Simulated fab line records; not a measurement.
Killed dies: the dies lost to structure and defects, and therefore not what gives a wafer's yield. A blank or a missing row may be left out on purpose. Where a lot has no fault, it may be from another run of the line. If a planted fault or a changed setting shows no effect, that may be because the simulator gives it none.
A lot that was struck, set against a sound lot ; flow rit_cmos ; 16 steps out of a route of 202
Sound: these wafers, L151.1, L151.5, L151.6. The struck wafers were L166.1, L166.5, L166.6. The cause is given at the end.
At each step with rows: each side's tool, then ch and its chambers, then its first start. Under that, the readings that differ: sound wafers ; struck wafers ; difference of the means ; sigmas: that difference in standard deviations of wafers without a fault.
alike: same words and numbers on both sides, and readings whose means sit less than 2 such deviations apart. not compared: any withheld reading, any reading some wafer has no value for, any bound like >300 that may hide the same value, and any number with overlapping values for which the record gives no deviation.
Wherever a step has rows on one side only, a row that says differs or no value, or a row with sigmas, the two part there. Numbers that don't overlap but have no deviation are shown without sigmas and don't part them. Lack of a reading on every wafer of one side parts them only where that side has two or more wafers.

first, 1 step without rows for these wafers: RIT_PSD_IMPLANT_08.
RIT_PSD_STRIP_09: strips in O2, time 180 s.
  sound on plasma_asher-02 ch 0,1, day 3 05:04; struck on plasma_asher-01 ch 0,1, day 6 08:31
  alike: drypump_motor_current_A
  not compared: rf_hours_counter_h
RIT_PSD_TW_MEAS_10:
  sound on film_metro-03 at day 3 05:14; struck on film_metro-04 at day 6 08:41
  alike: PSD_TW
then, 3 steps without rows for these wafers: RIT_SDANNEAL_CLEAN_00 (cleans in SC1, time 600 s); RIT_SDANNEAL_CLEAN_01 (cleans in dHF, time 30 s); RIT_SDANNEAL_CLEAN_02 (cleans in SC2, time 600 s).
RIT_SDANNEAL_RTA_03: time 5 s.
  sound on rtp_anneal-02 ch 0, day 3 05:41; struck on rtp_anneal-01 ch 0, day 6 09:07
  alike: ramp_down_c_per_s, wafer_temp_C_max
RIT_SDANNEAL_RS_MEAS_04: a four-point-probe measurement.
  sound on film_metro-02 at day 3 05:49; struck on film_metro-02 at day 6 09:10
reading;sound;struck;difference;sigmas
PSD_RS (ohm/sq);115.5 115.4 115.7;116.2 116.5 116.3;+0.8;+2
RIT_SDANNEAL_RS_MEAS_05: a four-point-probe measurement.
  sound on film_metro-02 at day 3 05:56; struck on film_metro-02 at day 6 09:17
  alike: NSD_RS
RIT_SDANNEAL_RS_MEAS_06: a four-point-probe measurement.
  sound on film_metro-02 at day 3 06:03; struck on film_metro-02 at day 6 09:25
reading;sound;struck;difference;sigmas
PLDD_RS (ohm/sq);178.3 177.8 178.2;178.9 179.7 179.2;+1.2;+2
RIT_SDANNEAL_RS_MEAS_07: a four-point-probe measurement.
  sound on film_metro-02 at day 3 06:10; struck on film_metro-02 at day 6 09:32
  alike: NLDD_RS
then, 1 step without rows for these wafers: RIT_SILICIDE_WET_ETCH_00 (etches SiO2 in BOE, target depth 14 nm, time 15 s).
RIT_SILICIDE_SPUTTER_01: material Ti, target thk 30 nm, time 229.5 s.
  sound on pvd_sputter-03 at day 3 06:18; struck on pvd_sputter-03 at day 6 09:40
  no value came back on the struck wafers for cathode_dc_power_W (W), chamber_pressure_pa (Pa), throttle_valve_pct (%); on the sound wafers cathode_dc_power_W (W) reads 349.97 349.97 349.98
RIT_SILICIDE_RS_MEAS_02: a four-point-probe measurement.
  sound on film_metro-04 at day 3 06:27; struck on film_metro-01 at day 6 10:06
reading;sound;struck;difference;sigmas
SILICIDE_TI_RS (ohm/sq);51.4 51.8 51.5;- - -;no value on the struck wafers;
  not compared: hold
RIT_SILICIDE_THK_MEAS_03: measures by xrf.
  sound on film_metro-04 at day 3 06:34; struck on film_metro-01 at day 6 12:36
reading;sound;struck;difference;sigmas
SILICIDE_TI_THK (nm);27.99 27.83 27.89;<0.00 <0.00 <0.00;differs;
  not compared: hold
RIT_M1_PROBE_99:
  rows exist in the record for the sound wafers here (prober-02, day 3 13:23), none for the struck ones

== WHERE THEY PART ==
First at RIT_SDANNEAL_RS_MEAS_04; last, within this record, at RIT_M1_PROBE_99.

WHY: whatever the simulator had introduced
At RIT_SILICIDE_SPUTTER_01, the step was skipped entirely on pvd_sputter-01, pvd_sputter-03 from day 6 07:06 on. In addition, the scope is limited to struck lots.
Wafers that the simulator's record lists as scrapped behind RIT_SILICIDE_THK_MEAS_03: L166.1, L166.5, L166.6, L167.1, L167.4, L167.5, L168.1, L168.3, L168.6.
